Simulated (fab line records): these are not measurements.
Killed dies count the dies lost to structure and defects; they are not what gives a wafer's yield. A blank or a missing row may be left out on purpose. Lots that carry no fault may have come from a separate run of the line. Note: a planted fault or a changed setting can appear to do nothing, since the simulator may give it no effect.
fab line records :: flow berkeleyCmos170
[record]
  lots = 15
  wafers = 45
  lastDay = 16
route steps=331 shown START@4 PWELL@44
lots that met no fault: taken from a fault-free run of the same line
startH: hours from the record's first day to the start of the lot's first wafer shown :: waitH: how many hours have passed since the lot's step before this one :: " identical to the entry in the row above :: L1.1+2: a row that stands for several wafers :: - no value, or no start was given :: * or withheld: withheld :: < > ~ a bound
route shown NAME@n: NAME is a module with steps in the file, n the number in the route of the first one :: usual: the fault-free wafers' mean and standard deviation :: same: alike in all rows :: chamber/n: place in a boat :: sites: readings site by site :: _std_site: the values' standard deviation :: _edge_site: mean of outer sites minus mean of inner sites :: radiusMm: how far each site lies from the wafer's centre :: mask NAME#n: copy n :: behind: the tool/chamber that last shaped the wafer :: hold: the reason the lot was held/the length of the hold in hours/how it ended :: device: which transistor (n, p or np) failed to switch :: end of line: the tests these same wafers got at the end of their route :: for a step that has no rows: nothing shown but its recipe :: killed: not the wafer's yield, but the dies lost to structure and defects at the first sort :: map: a wafer's dies, marking killed ones x, the rest . and places with no die _
set.NAME: the setting the step ran with; set.NAME@STEP: the setting that earlier step ran with :: model.NAME: the simulator's own value behind a step, which no gauge read
the route's steps for a sample of lots (tables are steps, rows are wafers)
services: when a tool's chamber went out of use (startH, in hours from the record's first day, below 0 if earlier), for how many hours, and the reason
[[steps]]
[step UCB170_START_THK_MEAS_03]
[recipe]
  reads = SiO2_of_START_OXIDATION_02
[usual]
  START_OXIDE_THK = 22.2/0.4
lot.wafer: L402.1
tool: filmMetro-02
chamber: -
startH: 21.90
waitH: 0.0
START_OXIDE_THK[nm]: 21.9

lot.wafer: L402.3
tool: filmMetro-02
chamber: -
startH: 21.90
waitH: 0.0
START_OXIDE_THK[nm]: 21.4

lot.wafer: L402.6
tool: filmMetro-02
chamber: -
startH: 21.90
waitH: 0.0
START_OXIDE_THK[nm]: 21.8

lot.wafer: L403.1
tool: filmMetro-01
chamber: -
startH: 21.90
waitH: 0.0
START_OXIDE_THK[nm]: 22.8

lot.wafer: L403.3
tool: filmMetro-01
chamber: -
startH: 21.90
waitH: 0.0
START_OXIDE_THK[nm]: 22.9

lot.wafer: L403.5
tool: filmMetro-01
chamber: -
startH: 21.90
waitH: 0.0
START_OXIDE_THK[nm]: 22.8

lot.wafer: L404.1
tool: filmMetro-02
chamber: -
startH: 28.78
waitH: 0.0
START_OXIDE_THK[nm]: 22.3

lot.wafer: L404.5
tool: filmMetro-02
chamber: -
startH: 28.78
waitH: 0.0
START_OXIDE_THK[nm]: 22.4

lot.wafer: L404.6
tool: filmMetro-02
chamber: -
startH: 28.78
waitH: 0.0
START_OXIDE_THK[nm]: 22.3

lot.wafer: L406.1
tool: filmMetro-04
chamber: -
startH: 36.69
waitH: 0.0
START_OXIDE_THK[nm]: 22.9

lot.wafer: L406.3
tool: filmMetro-04
chamber: -
startH: 36.69
waitH: 0.0
START_OXIDE_THK[nm]: 23.0

lot.wafer: L406.5
tool: filmMetro-04
chamber: -
startH: 36.69
waitH: 0.0
START_OXIDE_THK[nm]: 22.9

lot.wafer: L408.2
tool: filmMetro-04
chamber: -
startH: 46.71
waitH: 0.0
START_OXIDE_THK[nm]: 21.7

lot.wafer: L408.3
tool: filmMetro-04
chamber: -
startH: 46.71
waitH: 0.0
START_OXIDE_THK[nm]: 21.7

lot.wafer: L408.4
tool: filmMetro-04
chamber: -
startH: 46.71
waitH: 0.0
START_OXIDE_THK[nm]: 21.7

lot.wafer: L409.3
tool: filmMetro-02
chamber: -
startH: 55.17
waitH: 0.0
START_OXIDE_THK[nm]: 22.5

lot.wafer: L409.4
tool: filmMetro-02
chamber: -
startH: 55.17
waitH: 0.0
START_OXIDE_THK[nm]: 22.3

lot.wafer: L409.6
tool: filmMetro-02
chamber: -
startH: 55.17
waitH: 0.0
START_OXIDE_THK[nm]: 22.4

lot.wafer: L412.3
tool: filmMetro-02
chamber: -
startH: 72.89
waitH: 0.0
START_OXIDE_THK[nm]: 22.2

lot.wafer: L412.4
tool: filmMetro-02
chamber: -
startH: 72.89
waitH: 0.0
START_OXIDE_THK[nm]: 22.1

lot.wafer: L412.5
tool: filmMetro-02
chamber: -
startH: 72.89
waitH: 0.0
START_OXIDE_THK[nm]: 22.0

lot.wafer: L417.2
tool: filmMetro-02
chamber: -
startH: 95.73
waitH: 0.0
START_OXIDE_THK[nm]: 21.3

lot.wafer: L417.4
tool: filmMetro-02
chamber: -
startH: 95.73
waitH: 0.0
START_OXIDE_THK[nm]: 21.8

lot.wafer: L417.5
tool: filmMetro-02
chamber: -
startH: 95.73
waitH: 0.0
START_OXIDE_THK[nm]: 21.3

lot.wafer: L418.1
tool: filmMetro-01
chamber: -
startH: 101.22
waitH: 0.0
START_OXIDE_THK[nm]: 22.3

lot.wafer: L418.3
tool: filmMetro-01
chamber: -
startH: 101.22
waitH: 0.0
START_OXIDE_THK[nm]: 22.4

lot.wafer: L418.5
tool: filmMetro-01
chamber: -
startH: 101.22
waitH: 0.0
START_OXIDE_THK[nm]: 22.4

lot.wafer: L419.1
tool: filmMetro-04
chamber: -
startH: 106.82
waitH: 0.0
START_OXIDE_THK[nm]: 21.7

lot.wafer: L419.2
tool: filmMetro-04
chamber: -
startH: 106.82
waitH: 0.0
START_OXIDE_THK[nm]: 21.9

lot.wafer: L419.5
tool: filmMetro-04
chamber: -
startH: 106.82
waitH: 0.0
START_OXIDE_THK[nm]: 21.8

lot.wafer: L420.1
tool: filmMetro-01
chamber: -
startH: 106.82
waitH: 0.0
START_OXIDE_THK[nm]: 22.1

lot.wafer: L420.2
tool: filmMetro-01
chamber: -
startH: 106.82
waitH: 0.0
START_OXIDE_THK[nm]: 22.0

lot.wafer: L420.6
tool: filmMetro-01
chamber: -
startH: 106.82
waitH: 0.0
START_OXIDE_THK[nm]: 21.7

lot.wafer: L421.1
tool: filmMetro-01
chamber: -
startH: 117.76
waitH: 0.0
START_OXIDE_THK[nm]: 22.2

lot.wafer: L421.3
tool: filmMetro-01
chamber: -
startH: 117.76
waitH: 0.0
START_OXIDE_THK[nm]: 21.8

lot.wafer: L421.4
tool: filmMetro-01
chamber: -
startH: 117.76
waitH: 0.0
START_OXIDE_THK[nm]: 22.5

lot.wafer: L422.1
tool: filmMetro-02
chamber: -
startH: 117.76
waitH: 0.0
START_OXIDE_THK[nm]: 22.1

lot.wafer: L422.3
tool: filmMetro-02
chamber: -
startH: 117.76
waitH: 0.0
START_OXIDE_THK[nm]: 22.0

lot.wafer: L422.6
tool: filmMetro-02
chamber: -
startH: 117.76
waitH: 0.0
START_OXIDE_THK[nm]: 22.1

lot.wafer: L423.3
tool: filmMetro-01
chamber: -
startH: 123.53
waitH: 0.0
START_OXIDE_THK[nm]: 21.8

lot.wafer: L423.4
tool: filmMetro-01
chamber: -
startH: 123.53
waitH: 0.0
START_OXIDE_THK[nm]: 21.7

lot.wafer: L423.6
tool: filmMetro-01
chamber: -
startH: 123.53
waitH: 0.0
START_OXIDE_THK[nm]: 21.7

lot.wafer: L424.1
tool: filmMetro-04
chamber: -
startH: 132.27
waitH: 0.0
START_OXIDE_THK[nm]: 21.9

lot.wafer: L424.3
tool: filmMetro-04
chamber: -
startH: 132.27
waitH: 0.0
START_OXIDE_THK[nm]: 22.0

lot.wafer: L424.5
tool: filmMetro-04
chamber: -
startH: 132.27
waitH: 0.0
START_OXIDE_THK[nm]: 22.1
[step UCB170_PWELL_EXPOSE_10]
[recipe]
  maskId = PWELL
  targetCdNm = 3000
  na = 0.5
  sigmaOuter = 0.6
  sourceShape = conventional
  doseMj = 19
[usual]
  exposureDoseMJCm2 = 19.001/0.018
  focusOffsetNm = 0.1/0.51
lot.wafer: L403.1
tool: krfScanner-01
chamber: 0
startH: 66.02
waitH: 0.2
mask: PWELL#0
exposureDoseMJCm2: 19.033
focusOffsetNm: -0.4

lot.wafer: L403.3
tool: krfScanner-01
chamber: 0
startH: 66.02
waitH: 0.2
mask: PWELL#0
exposureDoseMJCm2: 19.020
focusOffsetNm: 0.3

lot.wafer: L403.5
tool: krfScanner-01
chamber: 0
startH: 66.02
waitH: 0.2
mask: PWELL#0
exposureDoseMJCm2: 19.013
focusOffsetNm: -0.1

lot.wafer: L402.1
tool: krfScanner-02
chamber: 0
startH: 66.26
waitH: 0.4
mask: PWELL#0
exposureDoseMJCm2: 18.996
focusOffsetNm: 0.0

lot.wafer: L402.3
tool: krfScanner-02
chamber: 0
startH: 66.26
waitH: 0.4
mask: PWELL#0
exposureDoseMJCm2: 18.984
focusOffsetNm: 0.5

lot.wafer: L402.6
tool: krfScanner-02
chamber: 0
startH: 66.26
waitH: 0.4
mask: PWELL#0
exposureDoseMJCm2: 18.978
focusOffsetNm: -0.1

lot.wafer: L404.1
tool: krfScanner-02
chamber: 0
startH: 74.24
waitH: 0.1
mask: PWELL#0
exposureDoseMJCm2: 19.020
focusOffsetNm: -0.2

lot.wafer: L404.5
tool: krfScanner-02
chamber: 0
startH: 74.24
waitH: 0.1
mask: PWELL#0
exposureDoseMJCm2: 19.005
focusOffsetNm: -0.1

lot.wafer: L404.6
tool: krfScanner-02
chamber: 0
startH: 74.24
waitH: 0.1
mask: PWELL#0
exposureDoseMJCm2: 19.037
focusOffsetNm: 0.0

lot.wafer: L406.1
tool: krfScanner-01
chamber: 0
startH: 80.46
waitH: 0.2
mask: PWELL#0
exposureDoseMJCm2: 19.022
focusOffsetNm: 0.2

lot.wafer: L406.3
tool: krfScanner-01
chamber: 0
startH: 80.46
waitH: 0.2
mask: PWELL#0
exposureDoseMJCm2: 19.004
focusOffsetNm: 0.3

lot.wafer: L406.5
tool: krfScanner-01
chamber: 0
startH: 80.46
waitH: 0.2
mask: PWELL#0
exposureDoseMJCm2: 18.996
focusOffsetNm: 0.0

lot.wafer: L408.2
tool: krfScanner-01
chamber: 0
startH: 87.36
waitH: 0.4
mask: PWELL#0
exposureDoseMJCm2: 19.031
focusOffsetNm: 0.0

lot.wafer: L408.3
tool: krfScanner-01
chamber: 0
startH: 87.36
waitH: 0.4
mask: PWELL#0
exposureDoseMJCm2: 19.030
focusOffsetNm: -0.6

lot.wafer: L408.4
tool: krfScanner-01
chamber: 0
startH: 87.36
waitH: 0.4
mask: PWELL#0
exposureDoseMJCm2: 18.977
focusOffsetNm: -0.1

lot.wafer: L409.3
tool: krfScanner-02
chamber: 0
startH: 99.62
waitH: 0.3
mask: PWELL#0
exposureDoseMJCm2: 18.994
focusOffsetNm: -0.6

lot.wafer: L409.4
tool: krfScanner-02
chamber: 0
startH: 99.62
waitH: 0.3
mask: PWELL#0
exposureDoseMJCm2: 19.007
focusOffsetNm: 0.1

lot.wafer: L409.6
tool: krfScanner-02
chamber: 0
startH: 99.62
waitH: 0.3
mask: PWELL#0
exposureDoseMJCm2: 19.026
focusOffsetNm: 0.3

lot.wafer: L412.3
tool: krfScanner-02
chamber: 0
startH: 115.09
waitH: 0.1
mask: PWELL#0
exposureDoseMJCm2: 18.984
focusOffsetNm: -0.2

lot.wafer: L412.4
tool: krfScanner-02
chamber: 0
startH: 115.09
waitH: 0.1
mask: PWELL#0
exposureDoseMJCm2: 18.977
focusOffsetNm: -0.4

lot.wafer: L412.5
tool: krfScanner-02
chamber: 0
startH: 115.09
waitH: 0.1
mask: PWELL#0
exposureDoseMJCm2: 18.988
focusOffsetNm: 0.0

lot.wafer: L417.2
tool: krfScanner-02
chamber: -
startH: 138.77
waitH: 0.2
mask: PWELL#0
exposureDoseMJCm2: -
focusOffsetNm: -

lot.wafer: L417.4
tool: krfScanner-02
chamber: -
startH: 138.77
waitH: 0.2
mask: PWELL#0
exposureDoseMJCm2: -
focusOffsetNm: -

lot.wafer: L417.5
tool: krfScanner-02
chamber: -
startH: 138.77
waitH: 0.2
mask: PWELL#0
exposureDoseMJCm2: -
focusOffsetNm: -

lot.wafer: L418.1
tool: krfScanner-02
chamber: -
startH: 152.61
waitH: 0.1
mask: PWELL#0
exposureDoseMJCm2: -
focusOffsetNm: -

lot.wafer: L418.3
tool: krfScanner-02
chamber: -
startH: 152.61
waitH: 0.1
mask: PWELL#0
exposureDoseMJCm2: -
focusOffsetNm: -

lot.wafer: L418.5
tool: krfScanner-02
chamber: -
startH: 152.61
waitH: 0.1
mask: PWELL#0
exposureDoseMJCm2: -
focusOffsetNm: -

lot.wafer: L420.1
tool: krfScanner-02
chamber: -
startH: 153.15
waitH: 0.1
mask: PWELL#0
exposureDoseMJCm2: -
focusOffsetNm: -

lot.wafer: L420.2
tool: krfScanner-02
chamber: -
startH: 153.15
waitH: 0.1
mask: PWELL#0
exposureDoseMJCm2: -
focusOffsetNm: -

lot.wafer: L420.6
tool: krfScanner-02
chamber: -
startH: 153.15
waitH: 0.1
mask: PWELL#0
exposureDoseMJCm2: -
focusOffsetNm: -

lot.wafer: L419.1
tool: krfScanner-02
chamber: 0
startH: 153.27
waitH: 0.1
mask: PWELL#0
exposureDoseMJCm2: 18.972
focusOffsetNm: -0.8

lot.wafer: L419.2
tool: krfScanner-02
chamber: 0
startH: 153.27
waitH: 0.1
mask: PWELL#0
exposureDoseMJCm2: 19.007
focusOffsetNm: 0.2

lot.wafer: L419.5
tool: krfScanner-02
chamber: 0
startH: 153.27
waitH: 0.1
mask: PWELL#0
exposureDoseMJCm2: 19.002
focusOffsetNm: -0.7

lot.wafer: L422.1
tool: krfScanner-02
chamber: 0
startH: 159.74
waitH: 0.1
mask: PWELL#0
exposureDoseMJCm2: 19.007
focusOffsetNm: -0.1

lot.wafer: L422.3
tool: krfScanner-02
chamber: 0
startH: 159.74
waitH: 0.1
mask: PWELL#0
exposureDoseMJCm2: 18.991
focusOffsetNm: 0.5

lot.wafer: L422.6
tool: krfScanner-02
chamber: 0
startH: 159.74
waitH: 0.1
mask: PWELL#0
exposureDoseMJCm2: 19.015
focusOffsetNm: -1.4

lot.wafer: L421.1
tool: krfScanner-02
chamber: 0
startH: 160.32
waitH: 0.3
mask: PWELL#0
exposureDoseMJCm2: 19.021
focusOffsetNm: -0.2

lot.wafer: L421.3
tool: krfScanner-02
chamber: 0
startH: 160.32
waitH: 0.3
mask: PWELL#0
exposureDoseMJCm2: 19.021
focusOffsetNm: 0.1

lot.wafer: L421.4
tool: krfScanner-02
chamber: 0
startH: 160.32
waitH: 0.3
mask: PWELL#0
exposureDoseMJCm2: 18.966
focusOffsetNm: 0.1

lot.wafer: L423.3
tool: krfScanner-02
chamber: 0
startH: 164.70
waitH: 0.1
mask: PWELL#0
exposureDoseMJCm2: 19.003
focusOffsetNm: -0.2

lot.wafer: L423.4
tool: krfScanner-02
chamber: 0
startH: 164.70
waitH: 0.1
mask: PWELL#0
exposureDoseMJCm2: 18.998
focusOffsetNm: -0.3

lot.wafer: L423.6
tool: krfScanner-02
chamber: 0
startH: 164.70
waitH: 0.1
mask: PWELL#0
exposureDoseMJCm2: 19.024
focusOffsetNm: 0.3

lot.wafer: L424.1
tool: krfScanner-01
chamber: 0
startH: 181.06
waitH: 0.1
mask: PWELL#0
exposureDoseMJCm2: 18.975
focusOffsetNm: -0.5

lot.wafer: L424.3
tool: krfScanner-01
chamber: 0
startH: 181.06
waitH: 0.1
mask: PWELL#0
exposureDoseMJCm2: 18.980
focusOffsetNm: -0.5

lot.wafer: L424.5
tool: krfScanner-01
chamber: 0
startH: 181.06
waitH: 0.1
mask: PWELL#0
exposureDoseMJCm2: 18.998
focusOffsetNm: -0.2
[step UCB170_PWELL_OVL_MEAS_13]
[usual]
  PWELL_OVL = 0/6.2
lot.wafer: L403.1
tool: overlay-01
chamber: -
startH: 66.73
waitH: -
PWELL_OVL[nm]: 10

lot.wafer: L403.3
tool: overlay-01
chamber: -
startH: 66.73
waitH: -
PWELL_OVL[nm]: 14

lot.wafer: L403.5
tool: overlay-01
chamber: -
startH: 66.73
waitH: -
PWELL_OVL[nm]: 1

lot.wafer: L402.1
tool: overlay-02
chamber: -
startH: 66.82
waitH: -
PWELL_OVL[nm]: -3

lot.wafer: L402.3
tool: overlay-02
chamber: -
startH: 66.82
waitH: -
PWELL_OVL[nm]: 5

lot.wafer: L402.6
tool: overlay-02
chamber: -
startH: 66.82
waitH: -
PWELL_OVL[nm]: -9

lot.wafer: L404.1
tool: overlay-01
chamber: -
startH: 74.99
waitH: -
PWELL_OVL[nm]: -11

lot.wafer: L404.5
tool: overlay-01
chamber: -
startH: 74.99
waitH: -
PWELL_OVL[nm]: -10

lot.wafer: L404.6
tool: overlay-01
chamber: -
startH: 74.99
waitH: -
PWELL_OVL[nm]: -7

lot.wafer: L406.1
tool: overlay-02
chamber: -
startH: 81.18
waitH: -
PWELL_OVL[nm]: 3

lot.wafer: L406.3
tool: overlay-02
chamber: -
startH: 81.18
waitH: -
PWELL_OVL[nm]: 1

lot.wafer: L406.5
tool: overlay-02
chamber: -
startH: 81.18
waitH: -
PWELL_OVL[nm]: 4

lot.wafer: L408.2
tool: overlay-01
chamber: -
startH: 87.93
waitH: -
PWELL_OVL[nm]: -10

lot.wafer: L408.3
tool: overlay-01
chamber: -
startH: 87.93
waitH: -
PWELL_OVL[nm]: 2

lot.wafer: L408.4
tool: overlay-01
chamber: -
startH: 87.93
waitH: -
PWELL_OVL[nm]: -3

lot.wafer: L409.3
tool: overlay-02
chamber: -
startH: 99.99
waitH: -
PWELL_OVL[nm]: 1

lot.wafer: L409.4
tool: overlay-02
chamber: -
startH: 99.99
waitH: -
PWELL_OVL[nm]: -4

lot.wafer: L409.6
tool: overlay-02
chamber: -
startH: 99.99
waitH: -
PWELL_OVL[nm]: -6

lot.wafer: L412.3
tool: overlay-02
chamber: -
startH: 115.61
waitH: -
PWELL_OVL[nm]: -9

lot.wafer: L412.4
tool: overlay-02
chamber: -
startH: 115.61
waitH: -
PWELL_OVL[nm]: -3

lot.wafer: L412.5
tool: overlay-02
chamber: -
startH: 115.61
waitH: -
PWELL_OVL[nm]: -5

lot.wafer: L417.2
tool: overlay-01
chamber: -
startH: 139.15
waitH: -
PWELL_OVL[nm]: -

lot.wafer: L417.4
tool: overlay-01
chamber: -
startH: 139.15
waitH: -
PWELL_OVL[nm]: -

lot.wafer: L417.5
tool: overlay-01
chamber: -
startH: 139.15
waitH: -
PWELL_OVL[nm]: -

lot.wafer: L418.1
tool: overlay-02
chamber: -
startH: 153.54
waitH: -
PWELL_OVL[nm]: -

lot.wafer: L418.3
tool: overlay-02
chamber: -
startH: 153.54
waitH: -
PWELL_OVL[nm]: -

lot.wafer: L418.5
tool: overlay-02
chamber: -
startH: 153.54
waitH: -
PWELL_OVL[nm]: -

lot.wafer: L420.1
tool: overlay-02
chamber: -
startH: 154.23
waitH: -
PWELL_OVL[nm]: -

lot.wafer: L420.2
tool: overlay-02
chamber: -
startH: 154.23
waitH: -
PWELL_OVL[nm]: -

lot.wafer: L420.6
tool: overlay-02
chamber: -
startH: 154.23
waitH: -
PWELL_OVL[nm]: -

lot.wafer: L419.1
tool: overlay-02
chamber: -
startH: 154.51
waitH: -
PWELL_OVL[nm]: -2

lot.wafer: L419.2
tool: overlay-02
chamber: -
startH: 154.51
waitH: -
PWELL_OVL[nm]: -3

lot.wafer: L419.5
tool: overlay-02
chamber: -
startH: 154.51
waitH: -
PWELL_OVL[nm]: -5

lot.wafer: L422.1
tool: overlay-01
chamber: -
startH: 161.01
waitH: -
PWELL_OVL[nm]: 2

lot.wafer: L422.3
tool: overlay-01
chamber: -
startH: 161.01
waitH: -
PWELL_OVL[nm]: -8

lot.wafer: L422.6
tool: overlay-01
chamber: -
startH: 161.01
waitH: -
PWELL_OVL[nm]: 0

lot.wafer: L421.1
tool: overlay-02
chamber: -
startH: 161.19
waitH: -
PWELL_OVL[nm]: -2

lot.wafer: L421.3
tool: overlay-02
chamber: -
startH: 161.19
waitH: -
PWELL_OVL[nm]: -4

lot.wafer: L421.4
tool: overlay-02
chamber: -
startH: 161.19
waitH: -
PWELL_OVL[nm]: 2

lot.wafer: L423.3
tool: overlay-02
chamber: -
startH: 165.17
waitH: -
PWELL_OVL[nm]: 3

lot.wafer: L423.4
tool: overlay-02
chamber: -
startH: 165.17
waitH: -
PWELL_OVL[nm]: 9

lot.wafer: L423.6
tool: overlay-02
chamber: -
startH: 165.17
waitH: -
PWELL_OVL[nm]: 8

lot.wafer: L424.1
tool: overlay-02
chamber: -
startH: 181.94
waitH: -
PWELL_OVL[nm]: 9

lot.wafer: L424.3
tool: overlay-02
chamber: -
startH: 181.94
waitH: -
PWELL_OVL[nm]: 10

lot.wafer: L424.5
tool: overlay-02
chamber: -
startH: 181.94
waitH: -
PWELL_OVL[nm]: 2
[step UCB170_PWELL_TW_MEAS_17]
[usual]
  PWELL_TW = 378.3/2.9
lot.wafer: L403.1
tool: filmMetro-03
chamber: -
startH: 67.11
waitH: 0.1
PWELL_TW: 380.7

lot.wafer: L403.3
tool: filmMetro-03
chamber: -
startH: 67.11
waitH: 0.1
PWELL_TW: 378.5

lot.wafer: L403.5
tool: filmMetro-03
chamber: -
startH: 67.11
waitH: 0.1
PWELL_TW: 379.7

lot.wafer: L402.1
tool: filmMetro-01
chamber: -
startH: 67.21
waitH: 0.1
PWELL_TW: 376.2

lot.wafer: L402.3
tool: filmMetro-01
chamber: -
startH: 67.21
waitH: 0.1
PWELL_TW: 374.7

lot.wafer: L402.6
tool: filmMetro-01
chamber: -
startH: 67.21
waitH: 0.1
PWELL_TW: 373.3

lot.wafer: L404.1
tool: filmMetro-01
chamber: -
startH: 75.38
waitH: 0.1
PWELL_TW: 376.6

lot.wafer: L404.5
tool: filmMetro-01
chamber: -
startH: 75.38
waitH: 0.1
PWELL_TW: 374.5

lot.wafer: L404.6
tool: filmMetro-01
chamber: -
startH: 75.38
waitH: 0.1
PWELL_TW: 373.8

lot.wafer: L406.1
tool: filmMetro-03
chamber: -
startH: 81.57
waitH: 0.1
PWELL_TW: 379.2

lot.wafer: L406.3
tool: filmMetro-03
chamber: -
startH: 81.57
waitH: 0.1
PWELL_TW: 377.9

lot.wafer: L406.5
tool: filmMetro-03
chamber: -
startH: 81.57
waitH: 0.1
PWELL_TW: 380.5

lot.wafer: L408.2
tool: filmMetro-03
chamber: -
startH: 88.32
waitH: 0.1
PWELL_TW: 378.4

lot.wafer: L408.3
tool: filmMetro-03
chamber: -
startH: 88.32
waitH: 0.1
PWELL_TW: 380.8

lot.wafer: L408.4
tool: filmMetro-03
chamber: -
startH: 88.32
waitH: 0.1
PWELL_TW: 380.6

lot.wafer: L409.3
tool: filmMetro-01
chamber: -
startH: 100.38
waitH: 0.1
PWELL_TW: 375.8

lot.wafer: L409.4
tool: filmMetro-01
chamber: -
startH: 100.38
waitH: 0.1
PWELL_TW: 377.1

lot.wafer: L409.6
tool: filmMetro-01
chamber: -
startH: 100.38
waitH: 0.1
PWELL_TW: 372.7

lot.wafer: L412.3
tool: filmMetro-04
chamber: -
startH: 116.00
waitH: 0.1
PWELL_TW: 380.2

lot.wafer: L412.4
tool: filmMetro-04
chamber: -
startH: 116.00
waitH: 0.1
PWELL_TW: 384.1

lot.wafer: L412.5
tool: filmMetro-04
chamber: -
startH: 116.00
waitH: 0.1
PWELL_TW: 385.7

lot.wafer: L417.2
tool: filmMetro-01
chamber: -
startH: 139.54
waitH: 0.1
PWELL_TW: 376.4

lot.wafer: L417.4
tool: filmMetro-01
chamber: -
startH: 139.54
waitH: 0.1
PWELL_TW: 374.9

lot.wafer: L417.5
tool: filmMetro-01
chamber: -
startH: 139.54
waitH: 0.1
PWELL_TW: 377.9

lot.wafer: L418.1
tool: filmMetro-01
chamber: -
startH: 153.98
waitH: 0.1
PWELL_TW: 374.5

lot.wafer: L418.3
tool: filmMetro-01
chamber: -
startH: 153.98
waitH: 0.1
PWELL_TW: 375.9

lot.wafer: L418.5
tool: filmMetro-01
chamber: -
startH: 153.98
waitH: 0.1
PWELL_TW: 376.9

lot.wafer: L420.1
tool: filmMetro-03
chamber: -
startH: 154.62
waitH: 0.1
PWELL_TW: 377.8

lot.wafer: L420.2
tool: filmMetro-03
chamber: -
startH: 154.62
waitH: 0.1
PWELL_TW: 380.2

lot.wafer: L420.6
tool: filmMetro-03
chamber: -
startH: 154.62
waitH: 0.1
PWELL_TW: 379.0

lot.wafer: L419.1
tool: filmMetro-03
chamber: -
startH: 154.89
waitH: 0.1
PWELL_TW: 377.6

lot.wafer: L419.2
tool: filmMetro-03
chamber: -
startH: 154.89
waitH: 0.1
PWELL_TW: 376.5

lot.wafer: L419.5
tool: filmMetro-03
chamber: -
startH: 154.89
waitH: 0.1
PWELL_TW: 378.7

lot.wafer: L422.1
tool: filmMetro-03
chamber: -
startH: 161.40
waitH: 0.1
PWELL_TW: 379.7

lot.wafer: L422.3
tool: filmMetro-03
chamber: -
startH: 161.40
waitH: 0.1
PWELL_TW: 380.0

lot.wafer: L422.6
tool: filmMetro-03
chamber: -
startH: 161.40
waitH: 0.1
PWELL_TW: 380.0

lot.wafer: L421.1
tool: filmMetro-03
chamber: -
startH: 161.57
waitH: 0.1
PWELL_TW: 377.4

lot.wafer: L421.3
tool: filmMetro-03
chamber: -
startH: 161.57
waitH: 0.1
PWELL_TW: 377.3

lot.wafer: L421.4
tool: filmMetro-03
chamber: -
startH: 161.57
waitH: 0.1
PWELL_TW: 378.9

lot.wafer: L423.3
tool: filmMetro-04
chamber: -
startH: 165.56
waitH: 0.1
PWELL_TW: 381.2

lot.wafer: L423.4
tool: filmMetro-04
chamber: -
startH: 165.56
waitH: 0.1
PWELL_TW: 384.3

lot.wafer: L423.6
tool: filmMetro-04
chamber: -
startH: 165.56
waitH: 0.1
PWELL_TW: 381.8

lot.wafer: L424.1
tool: filmMetro-03
chamber: -
startH: 182.33
waitH: 0.1
PWELL_TW: 381.4

lot.wafer: L424.3
tool: filmMetro-03
chamber: -
startH: 182.33
waitH: 0.1
PWELL_TW: 380.3

lot.wafer: L424.5
tool: filmMetro-03
chamber: -
startH: 182.33
waitH: 0.1
PWELL_TW: 378.1
[[services]]
tool: krfScanner-01
chamber: -
startH: 49.20
hours: 1.3
kind: pm

tool: krfScanner-02
chamber: -
startH: 53.98
hours: 1.0
kind: pm

tool: krfScanner-01
chamber: -
startH: 55.30
hours: 0.8
kind: pm

tool: krfScanner-02
chamber: 0
startH: 56.72
hours: -
kind: calibration

tool: krfScanner-01
chamber: -
startH: 92.62
hours: 1.0
kind: pm

tool: krfScanner-02
chamber: -
startH: 106.43
hours: 1.3
kind: pm

tool: krfScanner-02
chamber: -
startH: 134.69
hours: 0.8
kind: pm

tool: krfScanner-01
chamber: -
startH: 137.28
hours: 1.8
kind: repair

tool: krfScanner-02
chamber: -
startH: 147.79
hours: 3.4
kind: repair

tool: krfScanner-01
chamber: -
startH: 155.77
hours: 24.2
kind: repair

tool: krfScanner-01
chamber: 0
startH: 173.93
hours: -
kind: calibration

tool: krfScanner-02
chamber: -
startH: 179.97
hours: 11.6
kind: pm
[[key]]
[firstSign]
  step = UCB170_PWELL_EXPOSE_10
  reading = toolRecord
  direction = missing
effect none on later readings
metAt UCB170_PWELL_EXPOSE_10
struckLots L417,L418,L420
laterRowsLeftOut L417.2,L417.4,L417.5,L418.1,L418.3,L418.5,L420.1,L420.2,L420.6
sortLeftOut L417.2,L417.4,L417.5,L418.1,L418.3,L418.5,L420.1,L420.2,L420.6
testerLeftOut L417,L418,L420
notActingAt UCB170_START_THK_MEAS_03,UCB170_PWELL_OVL_MEAS_13,UCB170_PWELL_TW_MEAS_17
onsetBetween 115.09 138.77
[fault]
  kind = skippedStepWhole
  tool = krfScanner-02
  chamber = -
  onsetH = 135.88
  steps = UCB170_PWELL_EXPOSE_10
  scope = struckLotsOnly
// testerLeftOut: of these lots the tester's yield and bins aren't shown, on N5 and GAA mostly nor the transistor test; their killed dies are dies lost to structure and defects alone, not to doping, threshold or leakage, so they don't give the yield
// sortLeftOut: the simulated sort isn't trusted on such a fault, so these wafers' sort isn't shown, and their yield isn't known
// laterRowsLeftOut: the simulator's readings of these wafers behind a module that went badly wrong aren't trusted and aren't shown, but for the sort
